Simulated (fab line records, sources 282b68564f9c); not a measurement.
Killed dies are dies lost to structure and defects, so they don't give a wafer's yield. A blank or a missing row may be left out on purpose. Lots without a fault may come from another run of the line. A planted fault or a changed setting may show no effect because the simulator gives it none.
fab line records | flow rit_cmos | part 1 of 2: steps 1 to 26 of 37
record lots=5 wafers=15 last_day=7
route steps=202 shown SDANNEAL@153 PSD@157 NSD@158 PLDD@159 NLDD@160 SILICIDE@161 CONTACT@168 M1@184
lots that met no fault: from a run of the same line without faults
start_h: hours from the record's first day to the start of the lot's first wafer shown | wait_h: hours since the lot's step before | " the same as in the row above | L1.1+2: a row that stands for several wafers | - no value, or no start given | * or withheld: withheld | < > ~ a bound
route shown NAME@n: a module of which the file shows steps, and the number in the route of the first | usual: mean/standard deviation of fault-free wafers | same: alike in all rows | chamber/n: place in a boat | sites: the reading at each site | _std_site: their standard deviation | _edge_site: outer sites' mean less inner sites' | radius_mm: how far each site lies from the wafer's centre | mask NAME#n: copy n | behind: the tool/chamber that last shaped the wafer | hold: why the lot was held/for how many hours/how that ended | device: the transistor (n, p or np) that didn't switch | end of line: the same wafers' tests at the end of the route | a step without rows: its recipe alone | killed: dies lost to structure and defects at the first sort, not the wafer's yield | map: a wafer's dies, x killed, . not, _ none there
set.NAME: the setting as run; set.NAME@STEP: as run at that earlier step | model.NAME: the simulator's own value behind a step, which no gauge read
lots at some steps of the route; a table a step, a row a wafer
services: from which hour (start_h, from the record's first day; less than 0 if before it) a tool's chamber was out of use, for how many hours, and why
## steps
# step RIT_SDANNEAL_CLEAN_00
# recipe chemistry=SC1 mix=3:3:50 time_s=600 temp_c=75
# same time_s=600
# columns lot.wafer tool chamber start_h wait_h
L077.1+4+6 wet_bench-04 0 73.60 0.1
L083.2+4+5 wet_bench-04 1 107.16 0.0
L088.3+4+5 wet_bench-03 1 125.52 0.0
L092.1+3+4 wet_bench-02 0 149.81 0.1
L093.1+5+6 wet_bench-04 0 152.19 0.1
# step RIT_SDANNEAL_CLEAN_01
# recipe chemistry=dHF dilution=50:1 time_s=30
# same time_s=30
# columns lot.wafer tool chamber start_h wait_h
L077.1+4+6 wet_bench-04 0 73.77 0.0
L083.2+4+5 wet_bench-02 2 107.35 0.0
L088.3+4+5 wet_bench-03 2 125.71 0.0
L092.1+3+4 wet_bench-03 2 149.98 0.0
L093.1+5+6 wet_bench-03 0 152.36 0.0
# step RIT_SDANNEAL_CLEAN_02
# recipe chemistry=SC2 mix=3:3:50 time_s=600 temp_c=75 dry=n2_spin
# same time_s=600
# columns lot.wafer tool chamber start_h wait_h
L077.1+4+6 wet_bench-04 1 73.79 0.0
L083.2+4+5 wet_bench-04 0 107.37 0.0
L088.3+4+5 wet_bench-03 0 125.73 0.0
L092.1+3+4 wet_bench-04 1 150.00 0.0
L093.1+5+6 wet_bench-02 1 152.38 0.0
# step RIT_SDANNEAL_RTA_03
# recipe temp_c=1050 time_s=5 idle_temp_c=600 ramp_up_c_per_s=342 ramp_down_c_per_s=171 cool_to_c=600 ambient=N2
# usual ramp_down_c_per_s=171.00/0.032 wafer_temp_C_max=1053.5/1.2
# same time_s=5
# columns lot.wafer tool chamber start_h wait_h ramp_down_c_per_s wafer_temp_C_max
L077.1 rtp_anneal-02 0 73.97 0.0 170.99 1052.9
L077.4 " 0 " " 170.98 1055.6
L077.6 " 0 " " 171.02 1055.0
L083.2 rtp_anneal-02 0 107.57 0.0 171.05 1051.9
L083.4 " 0 " " 171.01 1055.6
L083.5 " 0 " " 170.98 1053.8
L088.3 rtp_anneal-01 0 125.94 0.0 171.05 1053.8
L088.4 " 0 " " 171.06 1055.6
L088.5 " 0 " " 171.02 1055.5
L092.1 rtp_anneal-01 0 150.17 0.0 171.02 1052.1
L092.3 " 0 " " 171.01 1052.6
L092.4 " 0 " " 170.97 1052.5
L093.1 rtp_anneal-02 0 152.55 0.0 171.01 1051.8
L093.5 " 0 " " 170.97 1053.7
L093.6 " 0 " " 170.99 1054.6
# step RIT_SDANNEAL_RS_MEAS_04
# recipe thk_meas_gauge=four-point-probe
# usual PSD_RS=115.8/0.37
# columns lot.wafer tool chamber start_h wait_h PSD_RS[ohm/sq]
L077.1 film_metro-03 - 74.02 0.0 115.7
L077.4 " - " " 115.9
L077.6 " - " " 116.0
L083.2 film_metro-02 - 107.64 0.1 115.9
L083.4 " - " " 116.1
L083.5 " - " " 115.8
L088.3 film_metro-03 - 126.02 0.1 115.8
L088.4 " - " " 115.5
L088.5 " - " " 116.1
L092.1 film_metro-03 - 150.23 0.0 115.3
L092.3 " - " " 115.8
L092.4 " - " " 115.6
L093.1 film_metro-01 - 152.61 0.0 116.5
L093.5 " - " " 116.3
L093.6 " - " " 116.5
# step RIT_SDANNEAL_RS_MEAS_05
# recipe thk_meas_gauge=four-point-probe
# usual NSD_RS=84.3/0.33
# columns lot.wafer tool chamber start_h wait_h NSD_RS[ohm/sq]
L077.1 film_metro-03 - 74.14 0.1 83.9
L077.4 " - " " 83.5
L077.6 " - " " 83.8
L083.2 film_metro-02 - 107.76 0.1 84.4
L083.4 " - " " 84.8
L083.5 " - " " 84.7
L088.3 film_metro-03 - 126.14 0.1 84.1
L088.4 " - " " 84.0
L088.5 " - " " 83.9
L092.1 film_metro-03 - 150.35 0.1 84.0
L092.3 " - " " 84.2
L092.4 " - " " 84.4
L093.1 film_metro-01 - 152.73 0.1 84.8
L093.5 " - " " 84.8
L093.6 " - " " 84.5
# step RIT_SDANNEAL_RS_MEAS_06
# recipe thk_meas_gauge=four-point-probe
# usual PLDD_RS=179.5/0.7
# columns lot.wafer tool chamber start_h wait_h PLDD_RS[ohm/sq]
L077.1 film_metro-03 - 74.26 0.1 178.4
L077.4 " - " " 178.8
L077.6 " - " " 178.6
L083.2 film_metro-02 - 107.88 0.1 179.9
L083.4 " - " " 179.5
L083.5 " - " " 179.7
L088.3 film_metro-03 - 126.26 0.1 179.1
L088.4 " - " " 178.6
L088.5 " - " " 179.1
L092.1 film_metro-03 - 150.47 0.1 178.7
L092.3 " - " " 178.9
L092.4 " - " " 178.9
L093.1 film_metro-01 - 152.85 0.1 180.1
L093.5 " - " " 180.6
L093.6 " - " " 181.0
# step RIT_SDANNEAL_RS_MEAS_07
# recipe thk_meas_gauge=four-point-probe
# usual NLDD_RS=151.5/0.51
# columns lot.wafer tool chamber start_h wait_h NLDD_RS[ohm/sq]
L077.1 film_metro-03 - 74.38 0.1 151.9
L077.4 " - " " 152.0
L077.6 " - " " 152.1
L083.2 film_metro-02 - 108.00 0.1 151.9
L083.4 " - " " 152.2
L083.5 " - " " 151.5
L088.3 film_metro-03 - 126.38 0.1 151.8
L088.4 " - " " 151.4
L088.5 " - " " 151.1
L092.1 film_metro-03 - 150.59 0.1 151.1
L092.3 " - " " 150.9
L092.4 " - " " 151.1
L093.1 film_metro-01 - 152.97 0.1 151.9
L093.5 " - " " 151.9
L093.6 " - " " 152.2
# step RIT_SILICIDE_WET_ETCH_00
# recipe chemistry=BOE target=SiO2 target_depth_nm=14 time_s=15 dry=n2_spin dilution=10:1 temp_c=21.5
# same time_s=15
# columns lot.wafer tool chamber start_h wait_h
L077.1+4+6 wet_bench-02 1 74.50 0.1
L083.2+4+5 wet_bench-01 2 108.10 0.1
L088.3+4+5 wet_bench-01 2 126.46 0.1
L092.1+3+4 wet_bench-01 3 150.71 0.1
L093.1+5+6 wet_bench-04 2 153.09 0.1
# step RIT_SILICIDE_SPUTTER_01
# recipe material=Ti target_thk_nm=30 power_w=350 chamber_pressure_pa=0.667 gas=Ar time_s=240 substrate_temp_c=25
# usual throttle_valve_pct=30.7/0.94
# same time_s=240
# columns lot.wafer tool chamber start_h wait_h throttle_valve_pct
L077.1 pvd_sputter-04 - 74.52 0.0 31.2
L077.4 " - " " 31.8
L077.6 " - " " 31.2
L083.2 pvd_sputter-04 - 108.11 0.0 31.2
L083.4 " - " " 32.0
L083.5 " - " " 31.4
L088.3 pvd_sputter-01 - 126.47 0.0 31.2
L088.4 " - " " 29.7
L088.5 " - " " 30.7
L092.1 pvd_sputter-01 - 150.74 0.0 29.8
L092.3 " - " " 31.2
L092.4 " - " " 30.9
L093.1 pvd_sputter-04 - 153.11 0.0 32.0
L093.5 " - " " 28.9
L093.6 " - " " 31.0
# step RIT_SILICIDE_RS_MEAS_02
# recipe thk_meas_gauge=four-point-probe reads=Ti_of_SILICIDE_SPUTTER_01
# usual SILICIDE_TI_RS=48.2/0.76
# columns lot.wafer tool chamber start_h wait_h SILICIDE_TI_RS[ohm/sq]
L077.1 film_metro-04 - 74.67 0.1 47.5
L077.4 " - " " 47.9
L077.6 " - " " 47.3
L083.2 film_metro-04 - 108.28 0.1 47.8
L083.4 " - " " 47.5
L083.5 " - " " 47.5
L088.3 film_metro-04 - 126.66 0.1 48.1
L088.4 " - " " 47.6
L088.5 " - " " 47.2
L092.1 film_metro-02 - 150.89 0.1 48.6
L092.3 " - " " 49.1
L092.4 " - " " 49.2
L093.1 film_metro-04 - 153.26 0.1 48.6
L093.5 " - " " 48.0
L093.6 " - " " 48.1
# step RIT_SILICIDE_THK_MEAS_03
# recipe thk_meas_gauge=xrf reads=Ti_of_SILICIDE_SPUTTER_01
# usual SILICIDE_TI_THK=29.8/0.39
# columns lot.wafer tool chamber start_h wait_h SILICIDE_TI_THK[nm]
L077.1 film_metro-04 - 74.79 0.1 30.2
L077.4 " - " " 29.8
L077.6 " - " " 30.3
L083.2 film_metro-04 - 108.39 0.1 30.2
L083.4 " - " " 30.2
L083.5 " - " " 30.3
L088.3 film_metro-04 - 126.76 0.1 29.7
L088.4 " - " " 29.9
L088.5 " - " " 30.1
L092.1 film_metro-02 - 151.01 0.1 29.6
L092.3 " - " " 29.3
L092.4 " - " " 29.4
L093.1 film_metro-04 - 153.38 0.1 29.5
L093.5 " - " " 30.0
L093.6 " - " " 29.9
# step RIT_SILICIDE_RTA_04
# recipe temp_c=650 time_s=10 idle_temp_c=25 ramp_up_s=5 ramp_down_s=5 cool_to_c=25 ambient=N2
# usual wafer_temp_C_max=652.8/0.55
# same time_s=10
# columns lot.wafer tool chamber start_h wait_h wafer_temp_C_max
L077.1 rtp_anneal-01 0 74.85 0.1 652.6
L077.4 " 0 " " 652.6
L077.6 " 0 " " 653.0
L083.2 rtp_anneal-02 0 108.45 0.1 652.2
L083.4 " 0 " " 652.7
L083.5 " 0 " " 653.9
L088.3 rtp_anneal-02 0 126.82 0.1 653.2
L088.4 " 0 " " 652.6
L088.5 " 0 " " 653.8
L092.1 rtp_anneal-02 0 151.07 0.1 652.2
L092.3 " 0 " " 653.2
L092.4 " 0 " " 652.7
L093.1 rtp_anneal-01 0 153.44 0.1 652.4
L093.5 " 0 " " 652.6
L093.6 " 0 " " 652.6
# step RIT_SILICIDE_WET_ETCH_05
# recipe chemistry=SPM target=Ti temp_c=90 time_s=120 dry=n2_spin
# same time_s=120
# columns lot.wafer tool chamber start_h wait_h
L077.1+4+6 wet_bench-04 3 74.92 0.1
L083.2+4+5 wet_bench-04 3 108.51 0.0
L088.3+4+5 wet_bench-04 2 126.87 0.0
L092.1+3+4 wet_bench-01 2 151.13 0.1
L093.1+5+6 wet_bench-02 2 153.50 0.1
# step RIT_SILICIDE_RTA_06
# recipe temp_c=750 time_s=10.37 idle_temp_c=25 ramp_up_s=5 ramp_down_s=10 cool_to_c=25 ambient=N2
# usual wafer_temp_C_max=753.2/0.7
# same time_s=10.37
# columns lot.wafer tool chamber start_h wait_h wafer_temp_C_max
L077.1 rtp_anneal-02 0 74.96 0.0 752.5
L077.4 " 0 " " 752.7
L077.6 " 0 " " 753.3
L083.2 rtp_anneal-01 0 108.57 0.0 754.1
L083.4 " 0 " " 752.8
L083.5 " 0 " " 754.1
L088.3 rtp_anneal-01 0 126.93 0.0 754.1
L088.4 " 0 " " 753.4
L088.5 " 0 " " 753.1
L092.1 rtp_anneal-01 0 151.22 0.0 752.9
L092.3 " 0 " " 753.3
L092.4 " 0 " " 753.8
L093.1 rtp_anneal-02 0 153.54 0.0 753.2
L093.5 " 0 " " 752.3
L093.6 " 0 " " 753.2
# step RIT_CONTACT_CVD_00
# recipe material=SiO2 target_thk_nm=400 precursor=TEOS temp_c=390 time_s=61 rf_w=400
# usual heater_power_w=304/49
# same time_s=61
# columns lot.wafer tool chamber start_h wait_h heater_power_w
L077.1 pecvd-02 2 75.02 0.1 281
L077.4 " 0 " " 269
L077.6 " 2 " " 203
L083.2 pecvd-02 1 108.62 0.0 407
L083.4 " 2 " " 256
L083.5 " 1 " " 422
L088.3 pecvd-01 1 126.98 0.0 278
L088.4 " 2 " " 322
L088.5 " 1 " " 208
L092.1 pecvd-03 1 151.28 0.1 302
L092.3 " 0 " " 230
L092.4 " 0 " " 235
L093.1 pecvd-02 1 153.61 0.1 352
L093.5 " 2 " " 245
L093.6 " 0 " " 294
# step RIT_CONTACT_THK_MEAS_01
# recipe reads=SiO2_of_CONTACT_CVD_00
# usual CONTACT_TEOS_THK=401/5.4
# columns lot.wafer tool chamber start_h wait_h CONTACT_TEOS_THK[nm]
L077.1 film_metro-03 - 75.07 0.0 398
L077.4 " - " " 399
L077.6 " - " " 405
L083.2 film_metro-03 - 108.68 0.0 400
L083.4 " - " " 406
L083.5 " - " " 404
L088.3 film_metro-01 - 127.05 0.0 393
L088.4 " - " " 401
L088.5 " - " " 400
L092.1 film_metro-03 - 151.33 0.0 397
L092.3 " - " " 399
L092.4 " - " " 403
L093.1 film_metro-03 - 153.66 0.0 404
L093.5 " - " " 410
L093.6 " - " " 407
# step RIT_CONTACT_HMDS_02
# recipe prime_time_s=60 prime_temp_c=140
# usual resist_line_temp_C=23.02/0.12
# columns lot.wafer tool chamber start_h wait_h resist_line_temp_C
L077.1 litho_track-02 0 75.13 0.1 23.08
L077.4 " 0 " " 23.13
L077.6 " 0 " " 23.26
L083.2 litho_track-03 0 108.76 0.1 23.10
L083.4 " 0 " " 23.20
L083.5 " 0 " " 23.06
L088.3 litho_track-03 0 127.14 0.1 22.97
L088.4 " 0 " " 23.01
L088.5 " 0 " " 23.12
L092.1 litho_track-01 0 151.39 0.1 23.10
L092.3 " 0 " " 23.18
L092.4 " 0 " " 23.06
L093.1 litho_track-02 0 153.76 0.1 23.05
L093.5 " 0 " " 22.83
L093.6 " 0 " " 23.09
# step RIT_CONTACT_COAT_03
# recipe resist=NOVOLAK spin_rpm=3250 resist_thk_nm=1000
# usual resist_line_temp_C=22.97/0.11 spin_speed_rpm=3249.9/1.6
# columns lot.wafer tool chamber start_h wait_h resist_line_temp_C spin_speed_rpm
L077.1 litho_track-02 0 75.28 0.1 23.00 3249.6
L077.4 " 0 " " 22.92 3251.8
L077.6 " 0 " " 22.87 3252.4
L083.2 litho_track-03 0 108.91 0.1 22.94 3249.0
L083.4 " 0 " " 23.16 3250.8
L083.5 " 0 " " 23.14 3250.6
L088.3 litho_track-03 0 127.29 0.1 22.80 3248.7
L088.4 " 0 " " 22.84 3250.6
L088.5 " 0 " " 23.11 3249.1
L092.1 litho_track-01 0 151.54 0.1 22.89 3249.8
L092.3 " 0 " " 22.90 3252.6
L092.4 " 0 " " 22.91 3251.3
L093.1 litho_track-02 0 153.91 0.1 23.08 3249.6
L093.5 " 0 " " 22.82 3251.8
L093.6 " 0 " " 23.04 3251.9
# step RIT_CONTACT_SOFTBAKE_04
# recipe resist=NOVOLAK temp_c=90 time_s=60
# usual resist_line_temp_C=23.01/0.11
# same time_s=60
# columns lot.wafer tool chamber start_h wait_h resist_line_temp_C
L077.1 litho_track-02 0 75.43 0.1 22.94
L077.4 " 0 " " 22.91
L077.6 " 0 " " 22.93
L083.2 litho_track-03 0 109.06 0.1 23.02
L083.4 " 0 " " 22.81
L083.5 " 0 " " 23.06
L088.3 litho_track-03 0 127.44 0.1 23.14
L088.4 " 0 " " 22.94
L088.5 " 0 " " 23.02
L092.1 litho_track-01 0 151.69 0.1 23.02
L092.3 " 0 " " 22.95
L092.4 " 0 " " 23.05
L093.1 litho_track-02 0 154.06 0.1 22.95
L093.5 " 0 " " 22.98
L093.6 " 0 " " 22.91
# step RIT_CONTACT_EXPOSE_05
# recipe mask_id=M11 na=0.6 source_shape=conventional sigma_outer=0.5 target_cd_nm=1000 dose_mj=250
# usual stage_vel_mm_s=499.98/0.26
# columns lot.wafer tool chamber start_h wait_h mask stage_vel_mm_s
L077.1 iline_stepper-01 0 75.58 0.1 M11#0 499.72
L077.4 " 0 " " M11#0 499.86
L077.6 " 0 " " M11#0 499.78
L083.2 iline_stepper-02 0 109.33 0.2 M11#0 500.13
L083.4 " 0 " " M11#0 499.98
L083.5 " 0 " " M11#0 499.70
L088.3 iline_stepper-02 0 127.58 0.1 M11#0 499.88
L088.4 " 0 " " M11#0 499.88
L088.5 " 0 " " M11#0 499.93
L092.1 iline_stepper-01 0 151.97 0.2 M11#0 499.97
L092.3 " 0 " " M11#0 500.08
L092.4 " 0 " " M11#0 499.64
L093.1 iline_stepper-01 0 154.21 0.1 M11#0 500.04
L093.5 " 0 " " M11#0 499.95
L093.6 " 0 " " M11#0 499.98
# step RIT_CONTACT_PEB_06
# recipe resist=NOVOLAK temp_c=withheld time_s=withheld
# usual resist_line_temp_C=*
# columns lot.wafer tool chamber start_h wait_h resist_line_temp_C
L077.1 litho_track-01 0 75.92 0.3 *
L077.4 " 0 " " *
L077.6 " 0 " " *
L083.2 litho_track-03 0 109.66 0.3 *
L083.4 " 0 " " *
L083.5 " 0 " " *
L088.3 litho_track-02 0 127.71 0.1 *
L088.4 " 0 " " *
L088.5 " 0 " " *
L092.1 litho_track-01 0 152.09 0.1 *
L092.3 " 0 " " *
L092.4 " 0 " " *
L093.1 litho_track-01 0 154.33 0.1 *
L093.5 " 0 " " *
L093.6 " 0 " " *
# step RIT_CONTACT_DEVELOP_07
# recipe resist=NOVOLAK develop_time_s=120 dev_temp_c=23
# usual resist_line_temp_C=23.02/0.11
# same develop_time_s=120
# columns lot.wafer tool chamber start_h wait_h resist_line_temp_C
L077.1 litho_track-01 0 - - 22.99
L077.4 " 0 " " 23.13
L077.6 " 0 " " 23.03
L083.2 litho_track-03 0 - - 22.80
L083.4 " 0 " " 22.99
L083.5 " 0 " " 22.88
L088.3 litho_track-02 0 - - 22.97
L088.4 " 0 " " 23.01
L088.5 " 0 " " 22.95
L092.1 litho_track-01 0 - - 23.09
L092.3 " 0 " " 22.91
L092.4 " 0 " " 22.95
L093.1 litho_track-01 0 - - 23.11
L093.5 " 0 " " 23.24
L093.6 " 0 " " 23.17
# step RIT_CONTACT_CD_MEAS_08
# recipe target_cd_nm=1000
# usual cd_nm=1000.5/2
# columns lot.wafer tool chamber start_h wait_h cd_nm
L077.1 cd_sem-01 - 76.32 - 999.0
L077.4 " - " " 998.2
L077.6 " - " " 997.3
L083.2 cd_sem-01 - 110.05 - 1000.6
L083.4 " - " " 1001.3
L083.5 " - " " 999.6
L088.3 cd_sem-01 - 128.10 - 1000.6
L088.4 " - " " 999.0
L088.5 " - " " 1000.5
L092.1 cd_sem-01 - 152.49 - 999.9
L092.3 " - " " 999.8
L092.4 " - " " 999.7
L093.1 cd_sem-02 - 154.73 - 1002.4
L093.5 " - " " 1003.7
L093.6 " - " " 1002.2
# step RIT_CONTACT_OVL_MEAS_09
# usual CONTACT_OVL=-0.5/1.3
# columns lot.wafer tool chamber start_h wait_h CONTACT_OVL[nm]
L077.1 overlay-01 - 76.44 0.1 0.2
L077.4 " - " " -1.3
L077.6 " - " " -2.1
L083.2 overlay-02 - 110.16 0.1 0.8
L083.4 " - " " -0.2
L083.5 " - " " -0.7
L088.3 overlay-01 - 128.19 0.1 3.2
L088.4 " - " " 0.9
L088.5 " - " " -0.1
L092.1 overlay-02 - 152.61 0.1 -3.6
L092.3 " - " " -0.4
L092.4 " - " " -1.7
L093.1 overlay-01 - 154.85 0.1 0.1
L093.5 " - " " 0.1
L093.6 " - " " 1.5
# step RIT_CONTACT_HARDBAKE_10
# recipe resist=NOVOLAK temp_c=140 time_s=60
# usual resist_line_temp_C=23.02/0.097
# same time_s=60
# columns lot.wafer tool chamber start_h wait_h resist_line_temp_C
L077.1 litho_track-02 0 76.56 0.1 23.02
L077.4 " 0 " " 22.98
L077.6 " 0 " " 22.79
L083.2 litho_track-01 0 110.21 0.0 22.99
L083.4 " 0 " " 23.07
L083.5 " 0 " " 23.13
L088.3 litho_track-01 0 128.26 0.1 22.81
L088.4 " 0 " " 23.11
L088.5 " 0 " " 23.06
L092.1 litho_track-02 0 152.64 0.0 23.06
L092.3 " 0 " " 23.14
L092.4 " 0 " " 23.09
L093.1 litho_track-02 0 154.88 0.0 23.09
L093.5 " 0 " " 23.06
L093.6 " 0 " " 22.91
